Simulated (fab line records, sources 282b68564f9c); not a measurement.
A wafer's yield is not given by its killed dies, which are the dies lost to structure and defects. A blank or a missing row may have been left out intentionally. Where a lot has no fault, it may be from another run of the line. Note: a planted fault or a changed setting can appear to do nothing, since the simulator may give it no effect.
A lot that was struck, set against a sound lot || flow rit-cmos || 19 steps out of a route of 202
Sound: these wafers, L396.3, L396.4, L396.6. Wafers L398.1, L398.3, L398.5 were the ones struck. The cause is named last.
At each step with rows: each side's tool, then ch and its chambers, then its first start. Under that, the readings that differ: sound wafers || struck wafers || difference of the means || sigmas: that difference in standard deviations of wafers without a fault.
alike: a reading whose means differ by less than 2 such deviations, as well as words and numbers matching on both sides. not compared: withheld readings; readings where some wafer has no value; bounds like >300 that might hide an equal value; numbers whose values overlap and for which the record gives no deviation.
A row with sigmas, a row that says differs or no value, or rows on one side alone: a step with any of these is where the two part. When numbers do not overlap yet have no deviation, they are printed without sigmas and do not part them. Lack of a reading on every wafer of one side parts them only where that side has two or more wafers.

RIT_SILICIDE_RS_MEAS_02: uses a four-point probe to measure.
  sound on film-metro-02, day 7 05:25; struck on film-metro-03, day 7 17:14
  alike: SILICIDE_TI_RS
RIT_SILICIDE_THK_MEAS_03: measures by xrf.
  sound on film-metro-02, day 7 05:31; struck on film-metro-03, day 7 17:21
  alike: SILICIDE_TI_THK
RIT_SILICIDE_RTA_04: time 10 s, ramp up 5 s, ramp down 5 s.
  sound on rtp-anneal-01 ch 0, day 7 05:34; struck on rtp-anneal-02 ch 0, day 7 17:25
  alike: wafer_temp_C_max
then, 1 step without rows for these wafers: RIT_SILICIDE_WET_ETCH_05 (etches Ti in SPM, time 120 s).
RIT_SILICIDE_RTA_06: time 10 s, ramp up 5 s, ramp down 10 s.
  sound on rtp-anneal-01 ch 0, day 7 05:43; struck on rtp-anneal-01 ch 0, day 7 17:31
  alike: wafer_temp_C_max
RIT_CONTACT_CVD_00: deposits SiO2 from TEOS, target thk 400 nm, time 63.55 s.
  sound on pecvd-01 ch 1,2, day 7 05:45; struck on pecvd-03 ch 0,1, day 7 17:35
  alike: heater-power-w
RIT_CONTACT_THK_MEAS_01:
  sound on film-metro-04, day 7 05:49; struck on film-metro-04, day 7 17:38
  alike: CONTACT_TEOS_THK
then, 5 steps without rows for these wafers: RIT_CONTACT_HMDS_02 (prime time 60 s); RIT_CONTACT_COAT_03 (resist thk 1000 nm); RIT_CONTACT_SOFTBAKE_04 (time 60 s); RIT_CONTACT_EXPOSE_05 (exposes mask M11, target cd 1000 nm); RIT_CONTACT_PEB_06.
RIT_CONTACT_DEVELOP_07: develop time 120 s.
  sound on litho-track-01 ch 0, day 7 07:00; struck on litho-track-03 ch 0, day 7 18:00
{"reading": "developer-temp-C (C)", "sound": "22.83 22.99 22.89", "struck": "25.27 25.32 25.29", "difference": "+2.39", "sigmas": "+22"}
  alike: chill-plate-temp-C
RIT_CONTACT_CD_MEAS_08 targets a cd of 1000 nm.
  sound on cd-sem-01, day 7 07:19; struck on cd-sem-02, day 7 18:50
{"reading": "cd-nm (nm)", "sound": "1001.1 999.0 1001.1", "struck": "993.1 992.2 991.5", "difference": -8.1, "sigmas": -3}
RIT_CONTACT_OVL_MEAS_09:
  sound on overlay-02, day 7 07:24; struck on overlay-01, day 7 18:57
  alike: CONTACT_OVL
then, 1 step without rows for these wafers: RIT_CONTACT_HARDBAKE_10 (time 60 s).
RIT_CONTACT_ETCH_11: etches SiO2 in CHF3/CF4/Ar, stops on TiSi2, target depth 480 nm, time 320 s.
  sound on rie-diel-02 ch 1,2,3, day 7 07:53; struck on rie-diel-04 ch 0,1, day 7 19:08
{"reading": "model.CONTACT.cd-nm (nm)", "sound": "1001 999.7 1001", "struck": "992.9 992 991.5", "difference": -8.4, "sigmas": ""}
  alike: drypump-motor-current-A, oes-product-au, throttle-valve-pct
  not compared: rf-hours-counter-h
RIT_CONTACT_STRIP_12: strips in O2, time 180 s.
  sound on plasma-asher-04 ch 0,1, day 7 08:08; struck on plasma-asher-04 ch 0,1, day 7 19:20
  alike: drypump-motor-current-A
  not compared: rf-hours-counter-h
RIT_M1_PROBE_99:
  sound on prober-02, day 7 14:30; struck on prober-02, day 8 00:14
{"reading": "model.etest.nmos_0p3.r-on-ohm-um", "sound": "2137 2150 2171", "struck": "2237 2255 2249", "difference": "+94", "sigmas": ""}
{"reading": "model.etest.nmos-turned.drive-ua-um", "sound": "294.5 306 298.8", "struck": "284.7 273.5 278.9", "difference": -20.7, "sigmas": ""}
{"reading": "model.etest.nmos_0p15.drive-ua-um", "sound": "472.5 469.5 473.1", "struck": "453 436.6 441.5", "difference": -28, "sigmas": ""}
{"reading": "model.etest.nmos-narrow.drive-ua-um", "sound": "240 245.3 240.1", "struck": "225.9 223.6 224.1", "difference": -17.3, "sigmas": ""}
{"reading": "model.etest.nmos_0p3.drive-ua-um", "sound": "229.8 235.1 228.2", "struck": "217.6 212.8 216.6", "difference": -15.4, "sigmas": ""}
{"reading": "model.etest.contact-to-gate.bv-right-v (V)", "sound": "91.21 89.53 90.74", "struck": "91.92 93.29 91.79", "difference": "+1.84", "sigmas": ""}
{"reading": "model.etest.retro-edge-nmos.off-log10-a-um", "sound": "-9.805 -9.92 -9.782", "struck": "-10.48 -10.77 -10.86", "difference": -0.87, "sigmas": ""}
  alike: killed_at_M0_to_M3, killed-at-contacts, killed-at-front-end, killed-dies, killed-on-rim, killed-open, killed-short
  not compared: model.etest.contact-to-gate.bv-left-v

## WHERE THEY PART
First at RIT_CONTACT_DEVELOP_07; last, within this record, at RIT_CONTACT_CD_MEAS_08. Later steps at which nothing parts them and some readings are alike: RIT_CONTACT_OVL_MEAS_09, RIT_CONTACT_ETCH_11, RIT_CONTACT_STRIP_12, RIT_M1_PROBE_99.

WHY: the cause the simulator had injected
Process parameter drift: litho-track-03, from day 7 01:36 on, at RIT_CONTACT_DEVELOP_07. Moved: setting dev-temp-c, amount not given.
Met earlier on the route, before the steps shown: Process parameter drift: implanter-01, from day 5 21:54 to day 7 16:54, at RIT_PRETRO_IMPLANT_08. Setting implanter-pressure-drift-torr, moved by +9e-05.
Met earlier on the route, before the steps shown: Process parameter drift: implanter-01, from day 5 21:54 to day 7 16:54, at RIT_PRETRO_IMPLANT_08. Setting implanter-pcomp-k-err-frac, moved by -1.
